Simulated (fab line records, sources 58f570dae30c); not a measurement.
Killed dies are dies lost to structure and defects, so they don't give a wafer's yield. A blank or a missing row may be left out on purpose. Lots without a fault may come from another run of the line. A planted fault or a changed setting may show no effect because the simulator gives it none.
Chamber matching | flow berkeley_cmos170 | UCB170_GATE_ETCH_15 on rie_si-01: 4 sister chambers
The step etches poly-Si in HBr/Cl2, stops on SiO2, time 56.3 s, target depth 278.2 nm. 7 wafers are shown with their chamber, then 7 later ones without.

WAFERS WITH THEIR CHAMBER
wafer  | chamber | throttle_valve_pct (%) | drypump_motor_current_A (A)
L474.2 | 3       | 26.75                  | 5.2
L477.3 | 0       | 26.61                  | 5.3
L478.2 | 1       | 27.06                  | 5.6
L478.3 | 0       | 26.60                  | 5.3
L478.5 | 2       | 26.24                  | 5.4
L490.2 | 2       | 26.23                  | 5.3
L490.4 | 1       | 27.07                  | 5.6

WAFERS WITHOUT THEIR CHAMBER
wafer  | throttle_valve_pct (%) | drypump_motor_current_A (A)
L490.6 | 26.76                  | 5.2
L492.1 | 26.76                  | 5.2
L492.4 | 27.08                  | 5.6
L492.5 | 26.60                  | 5.3
L496.1 | 26.74                  | 5.2
L496.2 | 26.25                  | 5.3
L496.4 | 26.61                  | 5.3

WHICH CHAMBER EACH WENT THROUGH
wafer  | from the rows above | in truth
L490.6 | 3                   | 3
L492.1 | 3                   | 3
L492.4 | 1                   | 1
L492.5 | 0                   | 0
L496.1 | 3                   | 3
L496.2 | 2                   | 2
L496.4 | 0                   | 0
Placed correctly: 7 of 7. Can't be placed from these rows: 0. Placed wrongly: 0.
How it was worked out, from the rows above alone: a wafer's distance from a chamber is the root of the sum, over the readings, of the square of ((its reading less the chamber's mean) divided by the reading's scatter). The wafer belongs to the nearest chamber; if the next one is less than 2 further off, it can't be placed. A chamber's mean is the mean of its shown wafers. The scatter: the root of (the sum of the squares of (reading less its chamber's mean) over the shown wafers, divided by (wafers less chambers)).
